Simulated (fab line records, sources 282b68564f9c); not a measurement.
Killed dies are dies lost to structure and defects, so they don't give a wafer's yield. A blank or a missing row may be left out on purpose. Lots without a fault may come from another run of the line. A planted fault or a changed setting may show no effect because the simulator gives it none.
A struck lot beside a sound one | flow rit_cmos | 15 steps out of a route of 202
Sound: wafers L507.3, L507.4, L507.6. Struck: wafers L512.1, L512.5, L512.6. The cause comes at the end.
At each step with rows: each side's tool, then ch and its chambers, then its first start. Under that, the readings that differ: sound wafers | struck wafers | difference of the means | sigmas: that difference in standard deviations of wafers without a fault.
alike: readings whose means differ by less than 2 such deviations, and words and numbers that are the same on both sides. not compared: withheld readings, readings that some wafer has no value for, bounds like >300 that may hide the same value, and numbers for which the record gives no deviation and whose values overlap.
The two part at a step that has a row with sigmas, a row that says differs or no value, or rows on one side only. Numbers that don't overlap but have no deviation are shown without sigmas and don't part them. A reading that every wafer of one side lacks parts them only if that side has two wafers or more.

first, 2 steps without rows for these wafers: RIT_ACTIVE_PEB_09; RIT_ACTIVE_DEVELOP_10 (develop time 50 s).
RIT_ACTIVE_CD_MEAS_11: target cd 1400 nm.
  sound on cd_sem-01, day 1 14:29; struck on cd_sem-02, day 2 15:34
  alike: cd_nm
then, 1 step without rows for these wafers: RIT_ACTIVE_HARDBAKE_12 (time 60 s).
RIT_ACTIVE_ETCH_13: etches Si3N4 in SF6, stops on SiO2, time 210 s, target depth 210 nm.
  sound on rie_diel-03 ch 0,3, day 1 14:43; struck on rie_diel-03 ch 1,2, day 2 15:50
  alike: drypump_motor_current_A, oes_product_au, run_length_s, throttle_valve_pct
  not compared: rf_hours_counter_h
RIT_ACTIVE_STRIP_14: strips in O2, time 180 s.
  sound on plasma_asher-02 ch 0,1, day 1 14:54; struck on plasma_asher-03 ch 0,1, day 2 15:58
  alike: drypump_motor_current_A
  not compared: rf_hours_counter_h
RIT_ACTIVE_CD_MEAS_90: target cd 1400 nm.
  sound on cd_sem-02, day 1 15:04; struck on cd_sem-02, day 2 16:08
  alike: cd_nm
then, 4 steps without rows for these wafers: RIT_ACTIVE_CLEAN_15 (cleans in SC1, time 600 s); RIT_ACTIVE_CLEAN_16 (cleans in dHF, time 30 s); RIT_ACTIVE_CLEAN_17 (cleans in SC2, time 600 s); RIT_FOX1_OXIDATION_00 (target thk 350.7 nm, ox time 1130 s).
RIT_FOX1_THK_MEAS_01:
  sound on film_metro-02, day 1 18:05; struck on film_metro-04, day 2 17:56
  alike: FOX1_OXIDE_THK
RIT_FOX1_WET_ETCH_02: etches SiO2 in BOE, target depth 350 nm, time 390 s.
  sound on wet_bench-04 ch 2, day 1 18:08; struck on wet_bench-04 ch 2, day 2 18:00
  reading          | sound             | struck            | difference | sigmas
  run_length_s (s) | 415.0 415.0 415.0 | 390.5 390.5 390.5 | -24.5      | -8
then, 1 step without rows for these wafers: RIT_FOX2_OXIDATION_00 (target thk 350.7 nm, ox time 1130 s).
RIT_M1_PROBE_99:
  the record has rows for the struck wafers here (prober-02, day 4 09:31) and none for the sound ones

WHERE THEY PART
First at RIT_FOX1_WET_ETCH_02; last, within this record, at RIT_M1_PROBE_99.

WHY: what the simulator had put in
Process parameter drift: wet_bench-04, from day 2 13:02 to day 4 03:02, at RIT_FOX1_WET_ETCH_02. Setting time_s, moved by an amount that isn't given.
